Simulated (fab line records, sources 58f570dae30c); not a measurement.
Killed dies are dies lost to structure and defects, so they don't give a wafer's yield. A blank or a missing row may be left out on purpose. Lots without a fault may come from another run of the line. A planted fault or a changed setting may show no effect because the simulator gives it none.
One fault seen from 2 desks | flow berkeley_cmos170 | each desk has only its own numbers; what lay behind them comes last

THE TOOL OWNER'S DESK: furnace-01
The tool's own readings at UCB170_NWELL_OXIDATION_01 (target thk 26.4 nm, ox time 1260 s): means of the sampled wafers that have a number, for each lot that ran on this tool. A lot is out of limits, marked OUT, if its mean lies more than 4 standard deviations from the usual mean; the brackets give that distance.
Columns: A = spike_tc_centre_C at UCB170_NWELL_OXIDATION_01, usual 1002.8 C; B = spike_tc_load_C at UCB170_NWELL_OXIDATION_01, usual 1027.1 C; C = spike_tc_source_C at UCB170_NWELL_OXIDATION_01, usual 1025 C; D = tube_center_temp_C at UCB170_NWELL_OXIDATION_01, usual 1000 C; E = tube_center_temp_C_max at UCB170_NWELL_OXIDATION_01, usual 1002.6
lot  | first seen here | A                | B                 | C               | D                      | E
L807 | day 2 09:09     | 1002.7           | 1025.6            | 1030            | 1000                   | 1002.7
L808 | day 2 09:09     | 1002.1           | 1025.9            | 1027            | 1000                   | 1002.6
L809 | day 2 17:21     | 1003.4           | 1025.5            | 1029            | 1000                   | 1002.6
L816 | day 4 07:49     | 1018.4 (+14) OUT | 1040.8 (+7.2) OUT | 1044 (+4.5) OUT | 1015 (+99 or more) OUT | 1017.5 (+32) OUT
L818 | day 4 07:49     | 1017.9 (+14) OUT | 1039.9 (+6.7) OUT | 1045 (+4.8) OUT | 1015 (+99 or more) OUT | 1017.8 (+33) OUT
L817 | day 4 10:31     | 1018.3 (+14) OUT | 1041.4 (+7.5) OUT | 1046 (+4.9) OUT | 1015 (+99 or more) OUT | 1018.0 (+34) OUT
This desk's finding: out of limits on L816, L817, L818; first on L816, day 4 07:49 (spike_tc_centre_C at UCB170_NWELL_OXIDATION_01). In limits: L807, L808, L809.

THE METROLOGY DESK
What the gauges read, lot by lot, whatever tool the lot ran on: means of the sampled wafers that have a number. A lot is out of limits, marked OUT, if its mean lies more than 4 standard deviations from the usual mean; the brackets give that distance.
Columns: A = NWELL_OXIDE_THK at UCB170_NWELL_THK_MEAS_02, usual 26.2 nm; B = NWELL_TW at UCB170_NWELL_TW_MEAS_16, usual 1248; C = M1_AL_RS at UCB170_M1_RS_MEAS_01, usual 0.0485 ohm/sq
lot  | first seen here | A               | B    | C
L806 | day 2 05:20     | 26.5            | 1250 | 0.0482
L807 | day 2 10:30     | 25.6            | 1251 | 0.0481
L808 | day 2 10:30     | 25.7            | 1252 | 0.0488
L809 | day 2 18:42     | 26.0            | 1259 | 0.0485
L811 | day 3 00:33     | 26.9            | 1245 | 0.0479
L810 | day 3 00:34     | 26.7            | 1253 | 0.0494
L812 | day 3 10:41     | 26.4            | 1255 | 0.0481
L813 | day 3 10:43     | 25.9            | 1252 | 0.0488
L814 | day 3 21:46     | 26.6            | 1246 | 0.0483
L816 | day 4 09:10     | 29.8 (+6.6) OUT | 1239 | 0.0477
L818 | day 4 09:11     | 29.7 (+6.4) OUT | 1249 | 0.0491
L817 | day 4 11:53     | 29.6 (+6.1) OUT | 1236 | 0.0489
L821 | day 5 07:56     | 26.5            | 1254 | 0.0484
L826 | day 6 08:17     | 25.8            | 1248 | 0.0488
L827 | day 6 08:17     | 25.8            | 1245 | 0.0487
This desk's finding: out of limits on L816, L817, L818; first on L816, day 4 09:10 (NWELL_OXIDE_THK at UCB170_NWELL_THK_MEAS_02). In limits: L806, L807, L808, L809, L811, L810, L812, L813, L814, L821, L826, L827.

PUT TOGETHER
The tool owner's desk could have raised an alarm at day 4 07:49, on L816, L817, L818.
The metrology desk could have raised an alarm at day 4 09:10, on L816, L817, L818.
Of the lots named, all ran UCB170_NWELL_OXIDATION_01 on furnace-01.

WHAT THE SIMULATOR HAD PUT IN
Process parameter drift: furnace-01, from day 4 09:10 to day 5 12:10, at UCB170_NWELL_OXIDATION_01. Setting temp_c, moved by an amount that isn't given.
Lots struck among those shown: L816, L817, L818.
